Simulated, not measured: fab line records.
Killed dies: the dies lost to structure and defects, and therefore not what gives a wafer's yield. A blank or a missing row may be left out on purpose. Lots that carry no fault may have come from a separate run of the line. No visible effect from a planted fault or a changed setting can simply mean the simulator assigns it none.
Lot-split experiment ; flow berkeley-cmos170 ; on a route of 331 steps: 5 lots, 23 wafers read

SPLIT DETAILS
At UCB170_SILICIDE_SPUTTER_01 (material Ti, target thk 30 nm, time 25 s), the setting time-s was moved away from the recipe's 25 s on 11 of the 23 wafers read, by -14.7% to +14.5%. The other wafers ran this setting at the recipe's value.

FROM THE SPLIT ON TO THE READING: in between, the file shows 1 step
- UCB170_SILICIDE_RS_MEAS_02: measures by four-point-probe

THE READING
SILICIDE_TI_THK, in nm, at UCB170_SILICIDE_THK_MEAS_03 (measures by xrf). On this fab line, fault-free wafers typically give 29.90 nm with a standard deviation of 0.23 nm.

wafer;tool, chamber at the split;time-s as run, s;against the recipe;SILICIDE_TI_THK, nm;against lot-mates on the recipe
L078.1;pvd-sputter-01, -;23.6;-5.6%;28.12;-1.61
L078.3;pvd-sputter-01, -;25;recipe;29.70;-
L078.4;pvd-sputter-01, -;23.6;-5.6%;28.31;-1.43
L078.5;pvd-sputter-01, -;25;recipe;29.77;-
L078.6;pvd-sputter-01, -;23.6;-5.6%;27.88;-1.86
L081.2;pvd-sputter-03, -;23.34;-6.6%;27.98;-1.94
L081.3;pvd-sputter-03, -;23.34;-6.6%;27.71;-2.21
L081.4;pvd-sputter-03, -;23.34;-6.6%;28.12;-1.80
L081.5;pvd-sputter-03, -;25;recipe;30.02;-
L081.6;pvd-sputter-03, -;25;recipe;29.82;-
L083.1;pvd-sputter-01, -;28.62;+14.5%;34.12;+4.26
L083.2;pvd-sputter-01, -;28.62;+14.5%;34.42;+4.56
L083.4;pvd-sputter-01, -;25;recipe;30.05;-
L083.5;pvd-sputter-01, -;25;recipe;29.67;-
L083.6;pvd-sputter-01, -;28.62;+14.5%;34.33;+4.47
L080.1;pvd-sputter-02, -;21.33;-14.7%;25.38;-4.37
L080.2;pvd-sputter-02, -;25;recipe;29.73;-
L080.3;pvd-sputter-02, -;25;recipe;29.59;-
L080.4;pvd-sputter-02, -;21.33;-14.7%;25.45;-4.30
L080.6;pvd-sputter-02, -;25;recipe;29.94;-
L082.2;pvd-sputter-03, -;25;recipe;30.16;-
L082.3;pvd-sputter-03, -;25;recipe;29.75;-
L082.6;pvd-sputter-03, -;25;recipe;29.75;-

FIT RESULTS
A straight line over all 23 wafers: SILICIDE_TI_THK changes by +0.304 nm for each +1% of time-s; r = +1.00; the points scatter about the line by 0.17 nm.
The same after taking each lot's own level away (the mean of its wafers on the recipe; 23 wafers): +0.301 nm for each +1%; r = +1.00; scatter 0.16 nm.
On that fit, the largest move of time-s shifts the reading by 4.4 nm.
The lots' own levels span 29.735 to 29.920 nm, that is 0.8 times the standard deviation above.
Consequently the slope shifts little with the lot-to-lot level, the two slopes agreeing.
Check: for one of the wafers moved furthest among these (-14.7%), held out of the fit, the line's prediction against its lot-mates is -4.4 nm. Against them it came out at -4.37 nm.

THE OTHER SPLITS THESE WAFERS WENT THROUGH
Other splits were also applied to these wafers ahead of the reading. Each is held against what the fit with the lots' levels taken away leaves over:
other split on the same wafers;wafers away from the commonest value;r with SILICIDE_TI_THK (lot level and that fit taken away)
UCB170_ZERO_ETCH_06 over-etch-frac;8;-0.11
UCB170_PFIELD_IMPLANT_07 energy-kev;10;+0.10
UCB170_GATE_ETCH_15 icp-w;8;+0.13
UCB170_PLDD_EXPOSE_03 dose-mj;10;+0.30
UCB170_NSD_EXPOSE_03 dose-mj;7;-0.31
UCB170_NSD_STRIP_09 power-w;4;-0.18

THE WHOLE CHAIN: every reading that the file lists as answering this split, in the file's order
step;what it does;reading;change (the file's fit);r (the file's)
UCB170_SILICIDE_SPUTTER_01;material Ti, target thk 30 nm, time 25 s;Ti_of_SILICIDE_SPUTTER_01.thk-nm (the simulator's own value, which no gauge read);+0.302 nm for each +1% of the setting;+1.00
UCB170_SILICIDE_RS_MEAS_02;measures by four-point-probe;SILICIDE_TI_RS;-0.325 for each +1% of the setting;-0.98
UCB170_SILICIDE_THK_MEAS_03;measures by xrf;SILICIDE_TI_THK;+0.3 for each +1% of the setting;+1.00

THE FILE'S OWN FIT
SILICIDE_TI_THK changes by +0.3 nm for each +1% of time-s, r = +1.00.
